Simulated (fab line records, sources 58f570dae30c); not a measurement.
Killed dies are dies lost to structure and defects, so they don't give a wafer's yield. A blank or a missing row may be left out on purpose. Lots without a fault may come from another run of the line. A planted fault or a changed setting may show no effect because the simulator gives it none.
Chamber matching | flow berkeley_cmos170 | UCB170_SPACER_ETCHBACK_03 on rie_diel-03: 4 sister chambers
The step etches SiO2 in CHF3/CF4/Ar, stops on Si, target depth 376 nm, time 100 s. 4 wafers are shown with their chamber, then 7 later ones without.

WAFERS WITH THEIR CHAMBER
wafer  | chamber | drypump_motor_current_A (A)
L722.5 | 0       | 6.1
L725.6 | 3       | 5.0
L728.1 | 2       | 5.4
L728.4 | 1       | 5.8

WAFERS WITHOUT THEIR CHAMBER
wafer  | drypump_motor_current_A (A)
L728.5 | 5.4
L730.1 | 5.8
L730.3 | 5.0
L730.5 | 5.0
L733.1 | 5.4
L733.2 | 6.1
L733.3 | 5.7

WHICH CHAMBER EACH WENT THROUGH
wafer  | from the rows above | in truth
L728.5 | 2                   | 2
L730.1 | 1                   | 1
L730.3 | 3                   | 3
L730.5 | 3                   | 3
L733.1 | 2                   | 2
L733.2 | 0                   | 0
L733.3 | 1                   | 1
Placed correctly: 7 of 7. Can't be placed from these rows: 0. Placed wrongly: 0.
How it was worked out, from the rows above alone: a wafer's distance from a chamber is the root of the sum, over the readings, of the square of ((its reading less the chamber's mean) divided by the reading's scatter). The wafer belongs to the nearest chamber; if the next one is less than 2 further off, it can't be placed. A chamber's mean is the mean of its shown wafers. The scatter: with one shown wafer a chamber, the root of the mean of the squares of how far each hidden wafer lies from its nearest shown one.
